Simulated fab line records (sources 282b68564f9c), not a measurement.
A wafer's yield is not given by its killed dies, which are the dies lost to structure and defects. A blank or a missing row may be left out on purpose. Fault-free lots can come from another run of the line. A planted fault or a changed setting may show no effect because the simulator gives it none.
What tool caused it? :: flow rit cmos :: 14 lots with 42 wafers sampled at 2 steps, on a route of 202 steps

WHAT EACH GAUGE READ, for each wafer
The record holds no reading of a measuring or inspecting step that can be judged against a usual standard deviation.

EACH LOT AND THE TOOL THAT RAN IT (in order: tool; ch and the chambers of the sampled wafers; start)
lot: L614
RIT_M1_SPUTTER_00: pvd sputter-02, day 3 09:05
RIT_M1_PROBE_99: -

lot: L616
RIT_M1_SPUTTER_00: pvd sputter-02, day 3 17:27
RIT_M1_PROBE_99: -

lot: L617
RIT_M1_SPUTTER_00: pvd sputter-02, day 4 01:07
RIT_M1_PROBE_99: prober-01, day 4 05:28

lot: L619
RIT_M1_SPUTTER_00: pvd sputter-01, day 4 12:59
RIT_M1_PROBE_99: -

lot: L620
RIT_M1_SPUTTER_00: pvd sputter-03, day 4 14:45
RIT_M1_PROBE_99: -

lot: L621
RIT_M1_SPUTTER_00: pvd sputter-01, day 4 23:11
RIT_M1_PROBE_99: -

lot: L624
RIT_M1_SPUTTER_00: pvd sputter-03, day 5 13:33
RIT_M1_PROBE_99: -

lot: L626
RIT_M1_SPUTTER_00: pvd sputter-01, day 5 21:00
RIT_M1_PROBE_99: -

lot: L625
RIT_M1_SPUTTER_00: pvd sputter-03, day 5 22:19
RIT_M1_PROBE_99: -

lot: L628
RIT_M1_SPUTTER_00: pvd sputter-02, day 6 11:10
RIT_M1_PROBE_99: prober-01, day 6 15:26

lot: L629
RIT_M1_SPUTTER_00: pvd sputter-01, day 6 13:32
RIT_M1_PROBE_99: prober-02, day 6 17:41

lot: L633
RIT_M1_SPUTTER_00: pvd sputter-01, day 7 09:26
RIT_M1_PROBE_99: -

lot: L634
RIT_M1_SPUTTER_00: pvd sputter-03, day 7 14:32
RIT_M1_PROBE_99: prober-02, day 7 18:34

lot: L636
RIT_M1_SPUTTER_00: pvd sputter-03, day 7 21:40
RIT_M1_PROBE_99: prober-02, day 8 01:59
- RIT_M1_SPUTTER_00: material Al, target thk 400 nm, time 500 s.
- RIT_M1_PROBE_99

AS READ BY THE TOOLS THEMSELVES (means over the sampled wafers that have a number; for cases with no such wafer, the mark the record gives instead)
RIT_M1_SPUTTER_00. Usual: chamber pressure pa 0.4000 Pa, standard deviation 0.00085; throttle valve pct 29.6 %, standard deviation 1.2.
lot: L614
tool: pvd sputter-02
chamber pressure pa (Pa): 0.4011
throttle valve pct (%): 30.1
flag: 

lot: L616
tool: pvd sputter-02
chamber pressure pa (Pa): 0.4001
throttle valve pct (%): 29.7
flag: 

lot: L617
tool: pvd sputter-02
chamber pressure pa (Pa): 0.3991
throttle valve pct (%): 29.8
flag: 

lot: L619
tool: pvd sputter-01
chamber pressure pa (Pa): 0.4002
throttle valve pct (%): 30.1
flag: 

lot: L620
tool: pvd sputter-03
chamber pressure pa (Pa): 0.4006
throttle valve pct (%): 28.8
flag: 

lot: L621
tool: pvd sputter-01
chamber pressure pa (Pa): 0.3999
throttle valve pct (%): 28.9
flag: 

lot: L624
tool: pvd sputter-03
chamber pressure pa (Pa): 0.3997
throttle valve pct (%): 29.3
flag: 

lot: L626
tool: pvd sputter-01
chamber pressure pa (Pa): 0.4001
throttle valve pct (%): 31.1
flag: 

lot: L625
tool: pvd sputter-03
chamber pressure pa (Pa): 0.4000
throttle valve pct (%): 28.4
flag: 

lot: L628
tool: pvd sputter-02
chamber pressure pa (Pa): 0.3999
throttle valve pct (%): 30.2
flag: 

lot: L629
tool: pvd sputter-01
chamber pressure pa (Pa): 0.3918
throttle valve pct (%): 29.5
flag: OFF

lot: L633
tool: pvd sputter-01
chamber pressure pa (Pa): 0.3925
throttle valve pct (%): 29.5
flag: OFF

lot: L634
tool: pvd sputter-03
chamber pressure pa (Pa): 0.4001
throttle valve pct (%): 29.4
flag: 

lot: L636
tool: pvd sputter-03
chamber pressure pa (Pa): 0.4006
throttle valve pct (%): 29.8
flag: 

RIT_M1_PROBE_99. Usual: defect limited yield 97.3 %, standard deviation 1.3; killed_at_M0_to_M3 0.0, standard deviation 0.083; killed at contacts 0.0, standard deviation 0.18; killed at front end 7, standard deviation 3.4; killed dies 7, standard deviation 3.4; killed open 3.4, standard deviation 2; killed short 3.6, standard deviation 2.1; sort_bin_3_pad_short 0.2 %, standard deviation 0.3; sort_bin_5_function 1.5 %, standard deviation 0.83; sort_bin_6_memory 1.0 %, standard deviation 0.7; sort n pass 257, standard deviation 3.4; sort yield pct 97.3 %, standard deviation 1.3.
lot: L617
tool: prober-01
defect limited yield (%): 97.3
killed_at_M0_to_M3: 0.0
killed at contacts: 0.0
killed at front end: 7
killed dies: 7
killed open: 4.3
killed short: 2.7
sort_bin_3_pad_short (%): 0.1
sort_bin_5_function (%): 1.1
sort_bin_6_memory (%): 1.4
sort n pass: 257
sort yield pct (%): 97.3
flag: 

lot: L628
tool: prober-01
defect limited yield (%): 96.6
killed_at_M0_to_M3: 0.0
killed at contacts: 0.0
killed at front end: 9
killed dies: 9
killed open: 6.0
killed short: 3.0
sort_bin_3_pad_short (%): 0.4
sort_bin_5_function (%): 1.4
sort_bin_6_memory (%): 1.6
sort n pass: 255
sort yield pct (%): 96.6
flag: 

lot: L629
tool: prober-02
defect limited yield (%): 96.8
killed_at_M0_to_M3: 0.0
killed at contacts: 0.0
killed at front end: 8
killed dies: 8
killed open: 4.3
killed short: 4.0
sort_bin_3_pad_short (%): 0.0
sort_bin_5_function (%): 1.4
sort_bin_6_memory (%): 1.8
sort n pass: 256
sort yield pct (%): 96.8
flag: 

lot: L634
tool: prober-02
defect limited yield (%): 98.2
killed_at_M0_to_M3: 0.0
killed at contacts: 0.0
killed at front end: 5
killed dies: 5
killed open: 2.3
killed short: 2.3
sort_bin_3_pad_short (%): 0.0
sort_bin_5_function (%): 0.8
sort_bin_6_memory (%): 1.0
sort n pass: 259
sort yield pct (%): 98.2
flag: 

lot: L636
tool: prober-02
defect limited yield (%): 96.7
killed_at_M0_to_M3: 0.0
killed at contacts: 0.0
killed at front end: 9
killed dies: 9
killed open: 4.0
killed short: 4.7
sort_bin_3_pad_short (%): 0.3
sort_bin_5_function (%): 1.5
sort_bin_6_memory (%): 1.5
sort n pass: 255
sort yield pct (%): 96.7
flag: 

THE ANSWER, worked out from the rows above alone
Rule: a lot is off if the mean of its wafers that have a number lies more than 3 standard deviations from the usual mean. Also off: a lot with no number at a reading for which 4 or more lots have one. All remaining lots with rows at the step are treated as sound. After the gauges, taken in route order, come the tools' own readings; for these a lot's mean is taken, as printed above. The first step at which some lot is off is used, and at that step the reading that is off furthest; a lot without a number counts as furthest.
Off: L629, L633, at RIT_M1_SPUTTER_00 (chamber pressure pa).
If a tool, at that step or one of the process steps before it, ran each lot that is off and ran no sound lot following the first of them, it fits. One candidate fits, namely pvd sputter-01 at RIT_M1_SPUTTER_00. A fault onset in the window from L626 (day 5 21:00, its last sound lot) to L629 (day 6 13:32, its first lot off) fits.
The tool's own readings at RIT_M1_SPUTTER_00 bear it out: on the lots that are off they differ by more than 5 times the standard deviation of the sound lots' means. chamber pressure pa reads 0.3921 Pa there against 0.4001 Pa on the sound lots.

WHAT THE SIMULATOR HAD PUT IN
Process parameter drift: pvd sputter-01, from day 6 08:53 on, at RIT_M1_SPUTTER_00. The setting chamber pressure pa was moved by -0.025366, starting from 0.4. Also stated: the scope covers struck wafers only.
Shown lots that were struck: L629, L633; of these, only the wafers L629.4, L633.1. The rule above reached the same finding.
